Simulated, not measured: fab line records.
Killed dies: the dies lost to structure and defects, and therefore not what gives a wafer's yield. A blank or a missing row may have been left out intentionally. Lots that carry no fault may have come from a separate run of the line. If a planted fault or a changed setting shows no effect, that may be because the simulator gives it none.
fab line records + flow berkeley_cmos170 + part 2 of 2: steps 32 to 42 of 42
[record]
- lots = 5
- wafers = 15
- last_day = 10
route steps=331 shown PVT@121 GATE@125 FIELD@126 PLDD@145 NLDD@158
lots that met no fault: from a run of the same line without faults
start_h: hours from the record's first day to the start of the lot's first wafer shown + wait_h: time in hours since the lot's previous step + " the same as in the row above + L1.1+2: a single row standing in for several wafers + - no value, or no start given + * or withheld: withheld + < > ~ a bound
route shown NAME@n: a module of which the file shows steps, and the number in the route of the first + usual: mean and standard deviation over wafers with no fault + same: alike in all rows + chamber/n: place in a boat + sites: each site's reading + _std_site: how widely they spread, as a standard deviation + _edge_site: inner sites' mean taken away from outer sites' mean + radius_mm: for every site, how far away it sits from the centre of the wafer + mask NAME#n: copy n + behind: the tool/chamber that last shaped the wafer + hold: cause of the lot's hold/its duration in hours/its outcome + device: whichever transistor did not switch (one of n, p or np) + end of line: at the end of the route, the tests of the same wafers + a step with no rows: only its recipe + killed: count of dies lost to structure and defects at first sort (not the wafer's yield) + map: the dies of a wafer, with x for killed, . for not killed, _ for no die there
set.NAME: the setting as run; set.NAME@STEP: as run at that earlier step + model.NAME: the simulator's own value behind a step, which no gauge read
certain route steps with their lots: each step a table, each wafer a row
services: the hour from which a tool's chamber was out of use, counted from the record's first day as start_h (under 0 if before that day), plus the number of hours and why
[[steps]]
[step UCB170_PLDD_OVL_MEAS_07]
[usual]
- PLDD_OVL = 3/5.6
| lot.wafer | tool       | chamber | start_h | wait_h | PLDD_OVL[nm] |
|-----------|------------|---------|---------|--------|--------------|
| L075.1    | overlay-01 | -       | 128.01  | 0.1    | 8            |
| L075.3    | "          | -       | "       | "      | 3            |
| L075.4    | "          | -       | "       | "      | 4            |
| L079.2    | overlay-02 | -       | 145.91  | 0.1    | 9            |
| L079.3    | "          | -       | "       | "      | 3            |
| L079.6    | "          | -       | "       | "      | 2            |
| L080.1    | overlay-02 | -       | 153.12  | 0.1    | 8            |
| L080.2    | "          | -       | "       | "      | 10           |
| L080.4    | "          | -       | "       | "      | 10           |
| L082.1    | overlay-02 | -       | 169.87  | 0.1    | -4           |
| L082.3    | "          | -       | "       | "      | -3           |
| L082.6    | "          | -       | "       | "      | -1           |
| L088.2    | overlay-02 | -       | 200.84  | 0.1    | -4           |
| L088.3    | "          | -       | "       | "      | -3           |
| L088.6    | "          | -       | "       | "      | 1            |
[step UCB170_PLDD_IMPLANT_08]
[recipe]
- species = BF2
- dose_cm2 = 5e+13
- energy_kev = 10
- tilt_deg = 7
- rotation_deg = 0
[usual]
- beam_energy_keV = 10.001/0.0033
- end_station_pressure_torr = 5.16e-06/2.7e-07
- rotation_deg = -0.003/0.021
| lot.wafer | tool         | chamber | start_h | wait_h | beam_energy_keV | end_station_pressure_torr | rotation_deg |
|-----------|--------------|---------|---------|--------|-----------------|---------------------------|--------------|
| L075.1    | implanter-01 | 0       | 128.04  | 0.0    | 9.997           | 5.66e-06                  | -0.003       |
| L075.3    | "            | 0       | "       | "      | 9.998           | 5.07e-06                  | -0.035       |
| L075.4    | "            | 0       | "       | "      | 10.002          | 4.87e-06                  | -0.036       |
| L079.2    | implanter-02 | 0       | 145.96  | 0.0    | 9.998           | 5.22e-06                  | -0.008       |
| L079.3    | "            | 0       | "       | "      | 10.002          | 4.64e-06                  | -0.010       |
| L079.6    | "            | 0       | "       | "      | 10.001          | 4.93e-06                  | 0.004        |
| L080.1    | implanter-01 | 0       | 153.15  | 0.0    | 10.001          | 4.82e-06                  | -0.015       |
| L080.2    | "            | 0       | "       | "      | 10.001          | 5.21e-06                  | -0.004       |
| L080.4    | "            | 0       | "       | "      | 10.004          | 5.24e-06                  | -0.013       |
| L082.1    | implanter-01 | 0       | 169.91  | 0.0    | 9.995           | 5.34e-06                  | 0.007        |
| L082.3    | "            | 0       | "       | "      | 10.001          | 4.99e-06                  | -0.005       |
| L082.6    | "            | 0       | "       | "      | 9.997           | 5.67e-06                  | 0.011        |
| L088.2    | implanter-03 | 0       | 200.90  | 0.0    | 9.998           | 5.03e-06                  | -0.014       |
| L088.3    | "            | 0       | "       | "      | 9.998           | 5.65e-06                  | -0.002       |
| L088.6    | "            | 0       | "       | "      | 9.998           | 5.61e-06                  | 0.023        |
[step UCB170_PLDD_IMPLANT_09]
[recipe]
- species = BF2
- dose_cm2 = 5e+13
- energy_kev = 10
- tilt_deg = 7
- rotation_deg = 180
[usual]
- beam_energy_keV = 10.000/0.003
- end_station_pressure_torr = 5.12e-06/2.6e-07
- rotation_deg = 180.00/0.036
| lot.wafer | tool         | chamber | start_h | wait_h | beam_energy_keV | end_station_pressure_torr | rotation_deg |
|-----------|--------------|---------|---------|--------|-----------------|---------------------------|--------------|
| L075.1    | implanter-01 | 0       | 128.19  | 0.1    | 9.997           | 4.77e-06                  | 179.96       |
| L075.3    | "            | 0       | "       | "      | 9.996           | 5.26e-06                  | 180.01       |
| L075.4    | "            | 0       | "       | "      | 9.995           | 4.9e-06                   | 179.98       |
| L079.2    | implanter-02 | 0       | 146.11  | 0.1    | 10.001          | 5.32e-06                  | 180.04       |
| L079.3    | "            | 0       | "       | "      | 10.001          | 5.4e-06                   | 180.08       |
| L079.6    | "            | 0       | "       | "      | 10.001          | 5.38e-06                  | 180.04       |
| L080.1    | implanter-01 | 0       | 153.30  | 0.1    | 9.999           | 4.8e-06                   | 179.99       |
| L080.2    | "            | 0       | "       | "      | 9.999           | 5.8e-06                   | 180.08       |
| L080.4    | "            | 0       | "       | "      | 9.998           | 5.1e-06                   | 180.01       |
| L082.1    | implanter-01 | 0       | 170.06  | 0.1    | 9.999           | 5.28e-06                  | 180.02       |
| L082.3    | "            | 0       | "       | "      | 9.995           | 4.81e-06                  | 180.12       |
| L082.6    | "            | 0       | "       | "      | 9.996           | 4.96e-06                  | 180.04       |
| L088.2    | implanter-03 | 0       | 201.05  | 0.1    | 10.001          | 6.03e-06                  | 179.99       |
| L088.3    | "            | 0       | "       | "      | 9.997           | 5.16e-06                  | 179.95       |
| L088.6    | "            | 0       | "       | "      | 10.000          | 4.88e-06                  | 179.99       |
[step UCB170_PLDD_STRIP_10]
[recipe]
- chemistry = O2
- power_w = 400
- pressure_mtorr = 3500
- platen_temp_c = withheld
- o2_flow_sccm = 400
- overash_fraction = 0.5
[usual]
- drypump_motor_current_A = 5.74/0.15
- oes_product_au = 0.735/0.0044
- strip_time_to_endpoint_s = 21.66/0.062
| lot.wafer | tool            | chamber | start_h | wait_h | drypump_motor_current_A | oes_product_au | rf_hours_counter_h | strip_time_to_endpoint_s |
|-----------|-----------------|---------|---------|--------|-------------------------|----------------|--------------------|--------------------------|
| L075.1    | plasma_asher-03 | 0       | 128.34  | 0.1    | 5.86                    | 0.740          | 34                 | 21.65                    |
| L075.3    | "               | 1       | "       | "      | 5.46                    | 0.730          | -                  | 21.68                    |
| L075.4    | "               | 0       | "       | "      | 5.87                    | 0.731          | -                  | 21.67                    |
| L079.2    | plasma_asher-01 | 1       | 146.24  | 0.1    | 5.85                    | 0.733          | 44                 | 21.66                    |
| L079.3    | "               | 1       | "       | "      | 5.83                    | 0.730          | -                  | 21.63                    |
| L079.6    | "               | 1       | "       | "      | 5.80                    | 0.736          | -                  | 21.57                    |
| L080.1    | plasma_asher-03 | 1       | 153.45  | 0.1    | 5.47                    | 0.732          | 37                 | 21.71                    |
| L080.2    | "               | 0       | "       | "      | 5.85                    | 0.732          | 37                 | 21.68                    |
| L080.4    | "               | 0       | "       | "      | 5.85                    | 0.732          | -                  | 21.69                    |
| L082.1    | plasma_asher-03 | 0       | 170.21  | 0.1    | 5.81                    | 0.736          | 38                 | 21.74                    |
| L082.3    | "               | 0       | "       | "      | 5.85                    | 0.731          | -                  | 21.68                    |
| L082.6    | "               | 1       | "       | "      | 5.47                    | 0.738          | -                  | 21.68                    |
| L088.2    | plasma_asher-03 | 0       | 201.17  | 0.1    | 5.85                    | 0.732          | 41                 | 21.67                    |
| L088.3    | "               | 1       | "       | "      | 5.48                    | 0.734          | -                  | 21.68                    |
| L088.6    | "               | 0       | "       | "      | 5.84                    | 0.736          | -                  | 21.64                    |
[step UCB170_PLDD_TW_MEAS_11]
[usual]
- PLDD_TW = 1006/6.8
| lot.wafer | tool          | chamber | start_h | wait_h | PLDD_TW |
|-----------|---------------|---------|---------|--------|---------|
| L075.1    | film_metro-01 | -       | 128.44  | 0.1    | 997     |
| L075.3    | "             | -       | "       | "      | 1001    |
| L075.4    | "             | -       | "       | "      | 991     |
| L079.2    | film_metro-02 | -       | 146.35  | 0.1    | 1016    |
| L079.3    | "             | -       | "       | "      | 1008    |
| L079.6    | "             | -       | "       | "      | 1014    |
| L080.1    | film_metro-02 | -       | 153.55  | 0.1    | 1009    |
| L080.2    | "             | -       | "       | "      | 1009    |
| L080.4    | "             | -       | "       | "      | 1011    |
| L082.1    | film_metro-01 | -       | 170.31  | 0.1    | 1000    |
| L082.3    | "             | -       | "       | "      | 1000    |
| L082.6    | "             | -       | "       | "      | 1003    |
| L088.2    | film_metro-02 | -       | 201.28  | 0.1    | 1013    |
| L088.3    | "             | -       | "       | "      | 1018    |
| L088.6    | "             | -       | "       | "      | 1012    |
[step UCB170_PLDD_CLEAN_12]
[recipe]
- chemistry = SPM
- temp_c = 120
- time_s = 600
[usual]
- bath_guard_temp_C = 120.0/0.39
| lot.wafer | tool         | chamber | start_h | wait_h | bath_guard_temp_C |
|-----------|--------------|---------|---------|--------|-------------------|
| L075.1    | wet_bench-01 | 1       | 128.50  | 0.1    | 119.9             |
| L075.3    | "            | 1       | "       | "      | 119.9             |
| L075.4    | "            | 1       | "       | "      | 120.1             |
| L079.2    | wet_bench-03 | 0       | 146.40  | 0.0    | 120.1             |
| L079.3    | "            | 0       | "       | "      | 120.0             |
| L079.6    | "            | 0       | "       | "      | 120.3             |
| L080.1    | wet_bench-04 | 2       | 153.61  | 0.1    | 119.8             |
| L080.2    | "            | 2       | "       | "      | 119.4             |
| L080.4    | "            | 2       | "       | "      | 119.9             |
| L082.1    | wet_bench-04 | 0       | 170.37  | 0.1    | 120.4             |
| L082.3    | "            | 0       | "       | "      | 120.4             |
| L082.6    | "            | 0       | "       | "      | 120.3             |
| L088.2    | wet_bench-04 | 1       | 201.33  | 0.0    | 119.3             |
| L088.3    | "            | 1       | "       | "      | 119.5             |
| L088.6    | "            | 1       | "       | "      | 119.2             |
[step UCB170_NLDD_HMDS_00]
[recipe]
- prime_time_s = 60
- prime_temp_c = 100
| lot.wafer  | tool           | chamber | start_h | wait_h |
|------------|----------------|---------|---------|--------|
| L075.1+3+4 | litho_track-04 | 0       | 128.69  | 0.0    |
| L079.2+3+6 | litho_track-03 | 0       | 146.73  | 0.1    |
| L080.1+2+4 | litho_track-03 | 0       | 153.79  | 0.0    |
| L082.1+3+6 | litho_track-04 | 0       | 170.54  | 0.0    |
| L088.2+3+6 | litho_track-04 | 0       | 201.59  | 0.1    |
[step UCB170_NLDD_COAT_01]
[recipe]
- resist = KrF
- spin_rpm = 1500
- resist_thk_nm = 900
| lot.wafer  | tool           | chamber | start_h | wait_h |
|------------|----------------|---------|---------|--------|
| L075.1+3+4 | litho_track-04 | 0       | 128.84  | 0.1    |
| L079.2+3+6 | litho_track-03 | 0       | 146.88  | 0.1    |
| L080.1+2+4 | litho_track-03 | 0       | 153.94  | 0.1    |
| L082.1+3+6 | litho_track-04 | 0       | 170.69  | 0.1    |
| L088.2+3+6 | litho_track-04 | 0       | 201.74  | 0.1    |
[step UCB170_NLDD_SOFTBAKE_02]
[recipe]
- resist = KrF
- temp_c = 130
- time_s = 60
| lot.wafer  | tool           | chamber | start_h | wait_h |
|------------|----------------|---------|---------|--------|
| L075.1+3+4 | litho_track-04 | 0       | 128.99  | 0.1    |
| L079.2+3+6 | litho_track-03 | 0       | 147.03  | 0.1    |
| L080.1+2+4 | litho_track-03 | 0       | 154.09  | 0.1    |
| L082.1+3+6 | litho_track-04 | 0       | 170.84  | 0.1    |
| L088.2+3+6 | litho_track-04 | 0       | 201.89  | 0.1    |
[step UCB170_NLDD_EXPOSE_03]
[recipe]
- mask_id = NSELECT
- na = 0.5
- sigma_outer = 0.6
- source_shape = conventional
- target_cd_nm = 1200
- dose_mj = 30
[same]
- na = 0.5
| lot.wafer  | tool           | chamber | start_h | wait_h | mask      |
|------------|----------------|---------|---------|--------|-----------|
| L075.1+3+4 | krf_scanner-01 | 0       | 129.14  | 0.1    | NSELECT#0 |
| L079.2+3+6 | krf_scanner-01 | 0       | 147.30  | 0.2    | NSELECT#0 |
| L080.1+2+4 | krf_scanner-02 | 0       | 154.36  | 0.2    | NSELECT#0 |
| L082.1+3+6 | krf_scanner-01 | 0       | 171.12  | 0.2    | NSELECT#0 |
| L088.2+3+6 | krf_scanner-01 | 0       | 202.15  | 0.2    | NSELECT#0 |
[step UCB170_NLDD_PEB_04]
[recipe]
- peb_temp_c = 130
- peb_time_s = withheld
- resist = KrF
| lot.wafer  | tool           | chamber | start_h | wait_h |
|------------|----------------|---------|---------|--------|
| L075.1+3+4 | litho_track-01 | 0       | 129.37  | 0.2    |
| L079.2+3+6 | litho_track-04 | 0       | 147.42  | 0.1    |
| L080.1+2+4 | litho_track-03 | 0       | 154.69  | 0.3    |
| L082.1+3+6 | litho_track-04 | 0       | 171.23  | 0.1    |
| L088.2+3+6 | litho_track-04 | 0       | 202.28  | 0.1    |
[[services]]
| tool            | chamber | start_h | hours | kind   |
|-----------------|---------|---------|-------|--------|
| implanter-01    | -       | 93.79   | 1.1   | repair |
| rie_diel-04     | 0       | 99.46   | 3.9   | repair |
| rie_diel-04     | 0       | 107.38  | 2.4   | repair |
| implanter-02    | -       | 108.58  | 1.3   | repair |
| plasma_asher-02 | -       | 108.75  | 9.0   | pm     |
| krf_scanner-02  | -       | 112.28  | 1.3   | pm     |
| furnace-03      | -       | 119.65  | 2.4   | pm     |
| implanter-02    | -       | 123.98  | 17.7  | pm     |
| implanter-03    | -       | 135.73  | 2.8   | repair |
| rie_diel-04     | -       | 137.02  | 4.4   | repair |
| implanter-03    | -       | 141.73  | 5.8   | pm     |
| rie_si-01       | 0       | 150.15  | 7.6   | repair |
| krf_scanner-02  | -       | 157.80  | 4.4   | pm     |
| plasma_asher-03 | -       | 159.30  | 5.2   | repair |
| furnace-02      | -       | 161.67  | 3.0   | pm     |
| implanter-02    | -       | 165.70  | 4.6   | pm     |
| krf_scanner-02  | -       | 173.47  | 1.0   | pm     |
| rie_diel-03     | 0       | 186.01  | 11.6  | repair |
| rie_si-01       | -       | 188.29  | 2.8   | pm     |
| krf_scanner-01  | -       | 189.38  | 3.6   | pm     |
| krf_scanner-02  | -       | 193.84  | 1.1   | repair |
| rie_diel-03     | 1       | 196.70  | 5.2   | repair |
| furnace-04      | -       | 197.81  | 7.1   | pm     |
| rie_diel-04     | 0       | 201.47  | 4.6   | repair |
